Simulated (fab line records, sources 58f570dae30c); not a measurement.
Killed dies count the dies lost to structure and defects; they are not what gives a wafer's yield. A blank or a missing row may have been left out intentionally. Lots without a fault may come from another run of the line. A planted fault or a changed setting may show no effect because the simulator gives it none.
Code-filled problem report in 8D (eight disciplines) form :: flow berkeleyCmos170 :: the parts of the form that need people (team, actions taken, sign-off) are left out

1. WHAT IS WRONG
NLDD_RS at UCB170_SDANNEAL_RS_MEAS_05 reads a mean of 558.4 ohm/sq on 3 wafers of 1 lot; wafers without a fault read 615.5 ohm/sq with a standard deviation of 1.6. Measured from the usual mean, that is -36 standard deviations.
The step: measures by four-point-probe.
Seen first at day 12 14:01 on filmMetro-04, wafer L509.3. The record has a number at this step for 39 wafers belonging to 13 lots. Rule for "out", or "out of limits": more than 4 standard deviations from the usual mean. The other wafers with a number count as sound.

2. WHAT IT IS, WHAT IT ISN'T
question: which readings at this step
is: NLDD_RS
is not: -

question: which lots
is: L509
is not: L491, L495, L496, L497, L498, L499, L500, L502, L503, L504, L505, L508

question: which wafers of those lots
is: all that have a number
is not: -

question: read on which gauges
is: filmMetro-04
is not: filmMetro-01, filmMetro-02

question: when
is: from day 12 14:01
is not: up to then (36 sound wafers)

3. WHAT RULES OUT EACH SUSPECT
Counting: any tool at a process step up to the reading is kept as a suspect provided that every lot that is out went through it and no sound lot did after the first of them.
- the gauge at UCB170_SDANNEAL_RS_MEAS_05: kept. All the wafers that are out were read on filmMetro-04, and no step on other tools shows them out.
- plasmaAsher-02 at UCB170_PLDD_STRIP_10 (strips in O2): kept. It ran the lot that is out, L509 (day 11 18:10), and no sound lot after that; its last sound lot up to then is L503 (day 10 01:10).
- implanter-01 at UCB170_NLDD_IMPLANT_09: kept. It ran the lot that is out, L509 (day 11 19:47), and no sound lot after that; its last sound lot up to then is L504 (day 10 04:15).
Left after counting: plasmaAsher-02 at UCB170_PLDD_STRIP_10, implanter-01 at UCB170_NLDD_IMPLANT_09, filmMetro-04 at UCB170_SDANNEAL_RS_MEAS_05.

4. THE CAUSE (what the simulator had put in)
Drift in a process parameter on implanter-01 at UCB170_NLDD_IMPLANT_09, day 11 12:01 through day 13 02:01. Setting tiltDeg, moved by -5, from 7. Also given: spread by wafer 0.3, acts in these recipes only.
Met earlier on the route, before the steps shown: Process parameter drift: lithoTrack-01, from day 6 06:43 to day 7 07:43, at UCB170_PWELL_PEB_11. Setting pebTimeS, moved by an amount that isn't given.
3 suspects survive the count, and this tool is in that group.

5. THE EFFECT CHAIN, in route order
Each row: a reading where the mean over the struck wafers with a number is more than 3 standard deviations away from the usual. Only readings for which the record gives a usual standard deviation are gone through. hours: the time from each lot's start at the first step in this table that gives one to its start at this step, as a median over the lots. sigmas: the change in usual standard deviations.
hours: 0
step: UCB170_SDANNEAL_RS_MEAS_05
reading: NLDD_RS
usual: 615.5 ohm/sq
on struck wafers: 558.4
change: -57.1
sigmas: -36

6. WHAT WOULD HAVE CAUGHT IT SOONER
In this record the first reading out of limits at a measuring or inspecting step was taken at day 12 14:01, 26 hours after the fault began at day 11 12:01.
Each of the lots that are out, 1 in all, had begun UCB170_NLDD_IMPLANT_09 on implanter-01 no later than day 12 14:01. Tool hold at that time: it would have spared none of them.
